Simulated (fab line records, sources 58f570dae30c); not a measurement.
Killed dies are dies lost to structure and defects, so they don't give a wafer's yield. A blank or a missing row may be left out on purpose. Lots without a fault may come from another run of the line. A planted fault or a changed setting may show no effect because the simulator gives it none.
Which tool did it? | flow berkeley_cmos170 | 14 lots, 42 wafers sampled, at 4 steps of a route of 331

WHAT THE GAUGES READ, wafer by wafer
UCB170_NWELL_THK_MEAS_05.
lot  | measured    | on            | NWELL_NITRIDE_THK (nm)
L210 | day 2 18:39 | film_metro-02 | 221.4 222.2 223.3
L211 | day 3 03:13 | film_metro-01 | 221.4 224.9 222.3
L212 | day 3 03:13 | film_metro-03 | 221.1 218.7 218.4
L213 | day 3 08:58 | film_metro-03 | 224.4 223.8 221.9
L214 | day 3 08:58 | film_metro-02 | 224.8 224.6 222.6
L215 | day 3 15:48 | film_metro-01 | 227.9 226.3 227.4
L217 | day 4 05:14 | film_metro-02 | 223.7 224.3 225.5
L218 | day 4 12:11 | film_metro-02 | 228.0 226.0 227.6
L224 | day 5 14:22 | film_metro-03 | 223.0 223.0 222.9
L227 | day 6 10:43 | film_metro-01 | 227.0 225.8 224.2
L228 | day 6 18:06 | film_metro-02 | 224.4 225.0 224.5
L229 | day 6 18:06 | film_metro-01 | 222.4 223.0 224.3
L230 | day 7 08:53 | film_metro-03 | 224.9 224.9 223.2
L232 | day 7 20:04 | film_metro-02 | 224.9 226.4 226.1

UCB170_ACTIVE_THK_MEAS_03.
lot  | measured    | on            | ACTIVE_OXIDE_THK (nm)
L210 | day 4 16:54 | film_metro-03 | 27.0 26.9 27.0
L211 | day 5 01:55 | film_metro-03 | 27.5 27.6 27.7
L212 | day 5 01:55 | film_metro-04 | 26.3 26.4 26.4
L213 | day 5 09:56 | film_metro-03 | 25.1 25.7 25.4
L214 | day 5 09:57 | film_metro-04 | 26.3 26.4 26.3
L215 | day 5 20:30 | film_metro-03 | 26.0 26.4 26.0
L217 | day 6 07:36 | film_metro-03 | 38.7 38.6 38.2
L218 | day 6 16:09 | film_metro-03 | 39.4 39.3 39.9
L224 | day 7 12:32 | film_metro-03 | 26.4 26.3 26.3
L227 | day 8 14:10 | film_metro-04 | 26.0 26.0 26.0
L228 | day 9 01:33 | film_metro-03 | 26.9 26.8 27.1
L229 | day 9 01:37 | film_metro-03 | 26.3 26.4 26.1
L230 | day 9 11:47 | film_metro-02 | 26.7 26.6 26.5
L232 | day 9 22:31 | film_metro-03 | 26.3 26.0 26.3

WHICH TOOL RAN EACH LOT (tool, then ch and the chambers of the sampled wafers, then the start)
lot  | UCB170_PWELL_ETCH_14              | UCB170_ACTIVE_OXIDATION_02
L210 | rie_diel-04 ch 0,2,3, day 3 13:59 | furnace-02 ch 0, day 4 15:33
L211 | rie_diel-03 ch 1,2,3, day 4 01:59 | furnace-04 ch 0, day 5 00:34
L212 | rie_diel-02 ch 1,2, day 4 01:45   | furnace-04 ch 0, day 5 00:34
L213 | rie_diel-03 ch 0,2,3, day 4 08:34 | furnace-02 ch 0, day 5 08:35
L214 | rie_diel-04 ch 0,3, day 4 08:17   | furnace-02 ch 0, day 5 08:35
L215 | rie_diel-02 ch 1,2, day 4 19:04   | furnace-02 ch 0, day 5 19:08
L217 | rie_diel-03 ch 0,2,3, day 5 02:04 | furnace-02 ch 0, day 6 01:50
L218 | rie_diel-02 ch 0,2,3, day 5 09:22 | furnace-04 ch 0, day 6 11:56
L224 | rie_diel-03 ch 0,1,3, day 6 13:07 | furnace-01 ch 0, day 7 11:11
L227 | rie_diel-04 ch 0,1,2, day 7 10:41 | furnace-04 ch 0, day 8 12:45
L228 | rie_diel-03 ch 0,1,3, day 7 17:14 | furnace-04 ch 0, day 9 00:12
L229 | rie_diel-02 ch 1,2, day 7 17:31   | furnace-04 ch 0, day 9 00:12
L230 | rie_diel-03 ch 0,1,2, day 8 10:03 | furnace-02 ch 0, day 9 10:26
L232 | rie_diel-02 ch 0,1,2, day 8 22:19 | furnace-04 ch 0, day 9 21:09
- UCB170_PWELL_ETCH_14: etches Si3N4 in CH3F/Ar/O2, stops on SiO2, target depth 242 nm, time 151 s.
- UCB170_ACTIVE_OXIDATION_02: target thk 26.4 nm, ox time 1260 s.

WHAT THE TOOLS THEMSELVES READ (means of the sampled wafers that have a number; where no wafer has one, the mark that the record gives instead)
UCB170_PWELL_ETCH_14.
lot  | tool        | O2_flow_sccm (sccm) | drypump_motor_current_A (A) | oes_product_au (a.u.) | throttle_valve_pct (%)
L210 | rie_diel-04 | 6.998               | 5.4                         | 0.937                 | 8.04
L211 | rie_diel-03 | 6.988               | 6.1                         | 0.947                 | 8.02
L212 | rie_diel-02 | 7.012               | 5.1                         | 0.944                 | 8.07
L213 | rie_diel-03 | 6.994               | 5.9                         | 0.937                 | 8.01
L214 | rie_diel-04 | 7.004               | 5.4                         | 0.926                 | 7.99
L215 | rie_diel-02 | 7.018               | 5.1                         | 0.933                 | 8.08
L217 | rie_diel-03 | 7.009               | 5.9                         | 0.938                 | 8.02
L218 | rie_diel-02 | 7.017               | 5.9                         | 0.935                 | 8.14
L224 | rie_diel-03 | 7.004               | 6.0                         | 0.933                 | 7.99
L227 | rie_diel-04 | 6.996               | 5.7                         | 0.940                 | 8.13
L228 | rie_diel-03 | 6.983               | 6.0                         | 0.944                 | 7.99
L229 | rie_diel-02 | 6.995               | 5.3                         | 0.942                 | 8.05
L230 | rie_diel-03 | 6.999               | 6.2                         | 0.932                 | 8.01
L232 | rie_diel-02 | 7.009               | 5.6                         | 0.936                 | 8.12

THE ANSWER, worked out from the rows above alone
Rule: what is usual is taken from the lots themselves. Put in order of their means at a reading, lots are off if they are a third of the lots or fewer, leave a main group of 4 or more, and stand apart from it by a gap of 3 or more times the standard deviation of the main group's means; of several such gaps the widest counts. A main group whose means are all the same, to the digits that the tables above print for the reading, isn't used. A lot without any number at a reading at which 4 lots or more have one is off too. The other lots that the step has rows for count as sound. The gauges are gone through in route order, then the tools' own readings, and for those a lot's mean is taken as printed above. The first step at which some lot is off is used, and at that step the reading that is off furthest; a lot without a number counts as furthest.
Off: L217, L218, at UCB170_ACTIVE_THK_MEAS_03 (ACTIVE_OXIDE_THK). The main group: mean 26.4 nm, standard deviation 0.53.
A tool fits if, at a process step before that reading, it ran every lot that is off, and no sound lot after the first of them. The gauges at UCB170_ACTIVE_THK_MEAS_03 are tried like those tools. None of those tried fits.

WHAT THE SIMULATOR HAD PUT IN
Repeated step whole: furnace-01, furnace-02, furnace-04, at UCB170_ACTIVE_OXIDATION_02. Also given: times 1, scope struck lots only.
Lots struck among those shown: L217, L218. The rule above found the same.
